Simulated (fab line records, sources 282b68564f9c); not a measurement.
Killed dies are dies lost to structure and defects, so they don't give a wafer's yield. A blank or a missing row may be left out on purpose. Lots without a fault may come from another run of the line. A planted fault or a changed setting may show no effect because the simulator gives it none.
fab line records | flow rit_cmos
record lots=7 wafers=21 last_day=7
route steps=202 shown NRETRO@55 PRETRO@64 M1@202
lots that met no fault: from a run of the same line without faults
start_h: hours from the record's first day to the start of the lot's first wafer shown | wait_h: hours since the lot's step before | " the same as in the row above | L1.1+2: a row that stands for several wafers | - no value, or no start given | * or withheld: withheld | < > ~ a bound
route shown NAME@n: a module of which the file shows steps, and the number in the route of the first | usual: mean/standard deviation of fault-free wafers | same: alike in all rows | chamber/n: place in a boat | sites: the reading at each site | _std_site: their standard deviation | _edge_site: outer sites' mean less inner sites' | radius_mm: how far each site lies from the wafer's centre | mask NAME#n: copy n | behind: the tool/chamber that last shaped the wafer | hold: why the lot was held/for how many hours/how that ended | device: the transistor (n, p or np) that didn't switch | end of line: the same wafers' tests at the end of the route | a step without rows: its recipe alone | killed: dies lost to structure and defects at the first sort, not the wafer's yield | map: a wafer's dies, x killed, . not, _ none there
set.NAME: the setting as run; set.NAME@STEP: as run at that earlier step | model.NAME: the simulator's own value behind a step, which no gauge read
lots at some steps of the route; a table a step, a row a wafer
services: from which hour (start_h, from the record's first day; less than 0 if before it) a tool's chamber was out of use, for how many hours, and why
## steps
# step RIT_NRETRO_SOFTBAKE_02
# recipe resist=NOVOLAK temp_c=90 time_s=60
# step RIT_NRETRO_EXPOSE_03
# recipe mask_id=M4 na=0.57 target_cd_nm=43900 dose_mj=250
# step RIT_NRETRO_PEB_04
# recipe resist=NOVOLAK temp_c=withheld time_s=withheld
# step RIT_NRETRO_DEVELOP_05
# recipe resist=NOVOLAK develop_time_s=68 dev_temp_c=23
# step RIT_NRETRO_OVL_MEAS_06
# usual NRETRO_OVL=-1.0/1.4
# columns lot.wafer tool chamber start_h wait_h NRETRO_OVL[nm]
L950.3 overlay-02 - 35.47 - -1.1
L950.5 " - " " -0.7
L950.6 " - " " -1.8
L952.2 overlay-01 - 49.11 - -0.2
L952.3 " - " " 0.0
L952.4 " - " " -1.0
L959.1 overlay-02 - 82.04 - 1.0
L959.5 " - " " 0.2
L959.6 " - " " 0.3
L961.1 overlay-02 - 90.72 - -0.3
L961.3 " - " " -0.4
L961.6 " - " " -3.2
L962.1 overlay-02 - 95.26 - -0.8
L962.5 " - " " -1.3
L962.6 " - " " 0.6
L965.1 overlay-01 - 109.56 - 2.8
L965.4 " - " " 1.3
L965.5 " - " " 0.4
L970.3 overlay-01 - 134.99 - 0.8
L970.5 " - " " 0.4
L970.6 " - " " 0.3
# step RIT_NRETRO_HARDBAKE_07
# recipe resist=NOVOLAK temp_c=140 time_s=120
# step RIT_NRETRO_IMPLANT_08
# recipe species=P energy_kev=70 dose_cm2=1e+13 tilt_deg=7
# step RIT_NRETRO_STRIP_09
# recipe chemistry=O2 time_s=180 resist=NOVOLAK platen_temp_c=withheld power_w=500 pressure_mtorr=4000 o2_flow_sccm=4000
# usual drypump_motor_current_A=5.4/0.44
# columns lot.wafer tool chamber start_h wait_h drypump_motor_current_A rf_hours_counter_h
L950.3 plasma_asher-03 0 35.96 0.1 5.3 -
L950.5 " 1 " " 6.1 -
L950.6 " 0 " " 5.2 -
L952.2 plasma_asher-02 0 49.54 0.1 5.2 26
L952.3 " 1 " " 5.1 -
L952.4 " 0 " " 5.3 -
L959.1 plasma_asher-03 0 82.47 0.1 5.3 46
L959.5 " 0 " " 5.3 -
L959.6 " 1 " " 6.1 -
L961.1 plasma_asher-01 0 91.15 0.1 5.8 42
L961.3 " 1 " " 4.8 -
L961.6 " 0 " " 5.8 -
L962.1 plasma_asher-03 1 95.70 0.1 6.0 47
L962.5 " 1 " " 6.1 -
L962.6 " 0 " " 5.2 -
L965.1 plasma_asher-01 0 109.99 0.1 5.8 44
L965.4 " 0 " " 5.8 -
L965.5 " 0 " " 5.8 -
L970.3 plasma_asher-02 0 135.51 0.1 5.3 -
L970.5 " 0 " " 5.3 -
L970.6 " 1 " " 5.1 -
# step RIT_NRETRO_TW_MEAS_10
# usual NRETRO_TW=1051/4.2
# columns lot.wafer tool chamber start_h wait_h NRETRO_TW
L950.3 film_metro-03 - 36.09 0.1 1047
L950.5 " - " " 1049
L950.6 " - " " 1044
L952.2 film_metro-03 - 49.73 0.1 1054
L952.3 " - " " 1052
L952.4 " - " " 1048
L959.1 film_metro-02 - 82.65 0.1 1055
L959.5 " - " " 1055
L959.6 " - " " 1050
L961.1 film_metro-01 - 91.33 0.1 1046
L961.3 " - " " 1047
L961.6 " - " " 1048
L962.1 film_metro-03 - 95.87 0.1 1052
L962.5 " - " " 1053
L962.6 " - " " 1051
L965.1 film_metro-02 - 110.17 0.1 1050
L965.4 " - " " 1050
L965.5 " - " " 1049
L970.3 film_metro-01 - 135.64 0.1 1053
L970.5 " - " " 1053
L970.6 " - " " 1056
# step RIT_PRETRO_HMDS_00
# recipe prime_time_s=60 prime_temp_c=140
# step RIT_PRETRO_COAT_01
# recipe resist=NOVOLAK spin_rpm=2000 resist_thk_nm=1300
# step RIT_PRETRO_SOFTBAKE_02
# recipe resist=NOVOLAK temp_c=90 time_s=60
# step RIT_PRETRO_EXPOSE_03
# recipe mask_id=M5 na=0.57 target_cd_nm=43700 dose_mj=250
# usual focus_offset_nm=0.0/0.57
# columns lot.wafer tool chamber start_h wait_h mask focus_offset_nm model.PRETRO.overlay_x_nm
L950.3 iline_stepper-01 0 36.75 0.2 M5#0 0.3 0.01928
L950.5 " 0 " " M5#0 -0.2 0.01928
L950.6 " 0 " " M5#0 -0.5 0.01928
L952.2 iline_stepper-02 0 50.25 0.1 M5#0 0.9 -0.648
L952.3 " 0 " " M5#0 0.4 -0.648
L952.4 " 0 " " M5#0 0.9 -0.648
L959.1 iline_stepper-01 0 83.22 0.1 M5#0 0.6 -151.4
L959.5 " 0 " " M5#0 0.4 -151.4
L959.6 " 0 " " M5#0 0.2 -151.4
L961.1 iline_stepper-01 0 91.96 0.2 M5#0 -0.8 -150.8
L961.3 " 0 " " M5#0 0.2 -150.8
L961.6 " 0 " " M5#0 -0.6 -150.8
L962.1 iline_stepper-01 0 96.38 0.1 M5#0 0.3 -149.8
L962.5 " 0 " " M5#0 0.0 -149.8
L962.6 " 0 " " M5#0 -0.4 -149.8
L965.1 iline_stepper-02 0 110.68 0.1 M5#0 0.0 -0.2214
L965.4 " 0 " " M5#0 0.7 -0.2214
L965.5 " 0 " " M5#0 0.8 -0.2214
L970.3 iline_stepper-02 0 136.17 0.1 M5#0 -0.2 1.565
L970.5 " 0 " " M5#0 -0.2 1.565
L970.6 " 0 " " M5#0 0.4 1.565
# step RIT_PRETRO_PEB_04
# recipe resist=NOVOLAK temp_c=withheld time_s=withheld
# step RIT_PRETRO_DEVELOP_05
# recipe resist=NOVOLAK develop_time_s=68 dev_temp_c=23
# step RIT_PRETRO_OVL_MEAS_06
# usual PRETRO_OVL=0.0/1.6
# columns lot.wafer tool chamber start_h wait_h PRETRO_OVL[nm]
L950.3 overlay-01 - 37.15 - -1.3
L950.5 " - " " 0.6
L950.6 " - " " 0.2
L952.2 overlay-01 - 50.66 - 0.9
L952.3 " - " " 0.0
L952.4 " - " " 0.2
L959.1 overlay-02 - 83.77 - -151.3
L959.5 " - " " -150.6
L959.6 " - " " -151.2
L961.1 overlay-01 - 92.39 - -152.3
L961.3 " - " " -151.9
L961.6 " - " " -151.7
L962.1 overlay-02 - 96.81 - -149.3
L962.5 " - " " -148.6
L962.6 " - " " -150.6
L965.1 overlay-01 - 111.11 - 3.4
L965.4 " - " " 1.6
L965.5 " - " " 0.4
L970.3 overlay-01 - 136.58 - 3.7
L970.5 " - " " 3.1
L970.6 " - " " 3.0
# step RIT_PRETRO_HARDBAKE_07
# recipe resist=NOVOLAK temp_c=140 time_s=120
# step RIT_M1_PROBE_99
# usual killed_at_front_end=7/3.3 killed_dies=7/3.3 killed_on_rim=2.2/1.4 killed_open=3.8/2.3 killed_short=3.5/2.1
# same gross_dies=264 killed_at_M0_to_M3=0 killed_at_M4_up=0 killed_at_back_side=0 killed_at_contacts=0 killed_at_other=0
# columns lot.wafer tool chamber start_h wait_h killed_at_front_end killed_dies killed_on_rim killed_open killed_short model.etest.retro_edge_nmos.off_log10_a_um model.etest.retro_edge_pmos.off_log10_a_um
L950.3 prober-01 - 69.90 0.2 5 5 3 0 5 -10.09 -10.05
L950.5 prober-01 - 70.00 0.2 4 4 1 2 2 -9.744 -9.972
L950.6 prober-01 - 70.05 0.2 9 9 2 6 3 -9.707 -10.05
L952.2 prober-01 - 79.16 0.1 4 4 0 1 3 -10.62 -10.59
L952.3 prober-01 - 79.21 0.2 12 12 7 5 7 -10.42 -10.41
L952.4 prober-01 - 79.26 0.2 4 4 2 2 2 -10.33 -10.16
L959.1 prober-01 - 109.80 0.1 5 5 0 2 3 -9.565 -9.764
L959.5 prober-01 - 110.00 0.2 8 8 3 4 4 -9.555 -9.506
L959.6 prober-01 - 110.05 0.2 12 12 3 8 4 -9.721 -9.687
L961.1 prober-01 - 119.02 0.1 5 5 2 5 0 -9.003 -9.408
L961.3 prober-01 - 119.12 0.2 11 11 5 4 7 -8.935 -9.701
L961.6 prober-01 - 119.27 0.2 14 14 3 9 5 -9.168 -9.694
L962.1 prober-01 - 125.24 0.1 8 8 1 6 2 -9.86 -9.897
L962.5 prober-01 - 125.44 0.2 15 15 3 5 10 -10.28 -10.23
L962.6 prober-01 - 125.49 0.2 11 11 2 3 8 -9.841 -9.95
L965.1 prober-01 - 137.75 0.1 9 9 3 3 5 -9.991 -10.3
L965.4 prober-01 - 137.90 0.2 13 13 6 3 9 -9.489 -10.23
L965.5 prober-01 - 137.95 0.2 6 6 2 3 3 -9.843 -10.23
L970.3 prober-02 - 164.85 0.2 4 4 1 2 2 -9.977 -10.33
L970.5 prober-02 - 164.95 0.2 6 6 0 3 3 -10.3 -10.46
L970.6 prober-02 - 165.00 0.2 5 5 2 1 4 -10.53 -10.52
# killed by level:class
L950.3 REOX:geometric_particle:short=3 FOX1:geometric_particle:short=1 SILICIDE:geometric_particle:short=1
L950.5 FOX1:geometric_particle:short=1 GATE:geometric_particle:open=1 GATE:geometric_particle:short=1 REOX:geometric_particle:open=1
L950.6 GATE:geometric_particle:open=5 GATE:geometric_particle:short=1 REOX:geometric_particle:short=1 REOX:geometric_particle:open=1 SILICIDE:geometric_particle:short=1
L952.2 GATE:geometric_particle:short=2 GATE:geometric_particle:open=1 SPACER:geometric_particle:short=1
L952.3 GATE:geometric_particle:short=6 GATE:geometric_particle:open=3 FOX1:geometric_particle:open=1 FOX2:geometric_particle:open=1 REOX:geometric_particle:short=1
L952.4 FOX2:geometric_particle:short=1 REOX:geometric_particle:open=1 SPACER:geometric_particle:open=1 SILICIDE:geometric_particle:short=1
L959.1 REOX:geometric_particle:open=2 FOX1:geometric_particle:short=1 FOX2:geometric_particle:short=1 GATE:geometric_particle:short=1
L959.5 FOX2:geometric_particle:short=2 GATE:geometric_particle:open=2 ACTIVE:geometric_particle:open=1 FOX2:geometric_particle:open=1 REOX:geometric_particle:short=1 SILICIDE:geometric_particle:short=1
L959.6 FOX1:geometric_particle:open=3 REOX:geometric_particle:open=2 REOX:geometric_particle:short=2 ACTIVE:geometric_particle:open=1 FOX2:geometric_particle:short=1 GATE:geometric_particle:open=1 SPACER:geometric_particle:short=1 SPACER:geometric_particle:open=1
L961.1 GATE:geometric_particle:open=2 SPACER:geometric_particle:open=2 FOX2:geometric_particle:open=1
L961.3 FOX2:geometric_particle:short=4 GATE:geometric_particle:open=3 REOX:geometric_particle:short=2 FOX2:geometric_particle:open=1 SILICIDE:geometric_particle:short=1
L961.6 FOX1:geometric_particle:open=3 FOX2:geometric_particle:open=2 GATE:geometric_particle:short=2 GATE:geometric_particle:open=2 REOX:geometric_particle:short=2 SPACER:geometric_particle:open=2 FOX2:geometric_particle:short=1
L962.1 GATE:geometric_particle:open=3 FOX1:geometric_particle:open=1 FOX1:geometric_particle:short=1 REOX:geometric_particle:open=1 SPACER:geometric_particle:open=1 SPACER:geometric_particle:short=1
L962.5 REOX:geometric_particle:short=5 GATE:geometric_particle:open=3 FOX1:geometric_particle:short=2 GATE:geometric_particle:short=2 REOX:geometric_particle:open=1 SPACER:geometric_particle:short=1 SILICIDE:geometric_particle:open=1
L962.6 GATE:geometric_particle:short=4 REOX:geometric_particle:short=2 FOX1:geometric_particle:open=1 GATE:geometric_particle:open=1 SPACER:geometric_particle:short=1 SILICIDE:geometric_particle:open=1 SILICIDE:geometric_particle:short=1
L965.1 GATE:geometric_particle:short=3 REOX:geometric_particle:open=2 FOX1:geometric_particle:open=1 REOX:geometric_particle:short=1 SPACER:geometric_particle:short=1 NSD:coat_microbubble_printed=1
L965.4 FOX1:geometric_particle:short=3 REOX:geometric_particle:short=3 GATE:geometric_particle:short=2 GATE:geometric_particle:open=2 FOX1:geometric_particle:open=1 SILICIDE:geometric_particle:short=1 NSD:coat_microbubble_printed=1
L965.5 FOX1:geometric_particle:open=1 FOX2:geometric_particle:short=1 GATE:geometric_particle:open=1 REOX:geometric_particle:open=1 REOX:geometric_particle:short=1 SPACER:geometric_particle:short=1
L970.3 FOX1:geometric_particle:open=1 REOX:geometric_particle:short=1 SPACER:geometric_particle:short=1 SPACER:geometric_particle:open=1
L970.5 GATE:geometric_particle:open=2 FOX2:geometric_particle:short=1 GATE:geometric_particle:short=1 REOX:geometric_particle:short=1 SPACER:geometric_particle:open=1
L970.6 FOX1:geometric_particle:short=2 SPACER:geometric_particle:short=2 GATE:geometric_particle:open=1
## services
# columns tool chamber start_h hours kind
plasma_asher-01 - 14.56 3.2 repair
iline_stepper-01 - 61.48 1.7 pm
iline_stepper-01 0 71.56 - calibration
plasma_asher-03 - 86.96 2.8 repair
iline_stepper-02 - 95.08 4.4 pm
iline_stepper-01 - 106.96 4.4 pm
plasma_asher-03 - 108.75 9.0 pm
plasma_asher-03 0 108.75 9.0 vent_cycle
plasma_asher-03 1 108.75 9.0 vent_cycle
iline_stepper-02 - 115.69 1.7 pm
plasma_asher-03 0 117.75 - clean
plasma_asher-03 1 117.75 - clean
## key
first_sign step=RIT_PRETRO_OVL_MEAS_06 reading=PRETRO_OVL direction=down sigmas=92 usual=0.0 struck=-150.8
effect none on later readings
model_effect step=RIT_PRETRO_EXPOSE_03 value=PRETRO.overlay_x_nm without=-0.6401 struck=-150.6
model_effect step=RIT_M1_PROBE_99 value=etest.retro_edge_nmos.off_log10_a_um without=-10.19 struck=-9.547
met_at RIT_PRETRO_EXPOSE_03
struck_wafers L959.1,L959.5,L959.6,L961.1,L961.3,L961.6,L962.1,L962.5,L962.6
tester_left_out L959,L961,L962
onset_between 36.75 83.22
fault kind=scanner_matching_overlay tool=iline_stepper-01 chamber=- onset_h=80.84 steps=RIT_PRETRO_EXPOSE_03 offset=-150
# tester_left_out: of these lots the tester's yield and bins aren't shown, on N5 and GAA mostly nor the transistor test; their killed dies are dies lost to structure and defects alone, not to doping, threshold or leakage, so they don't give the yield
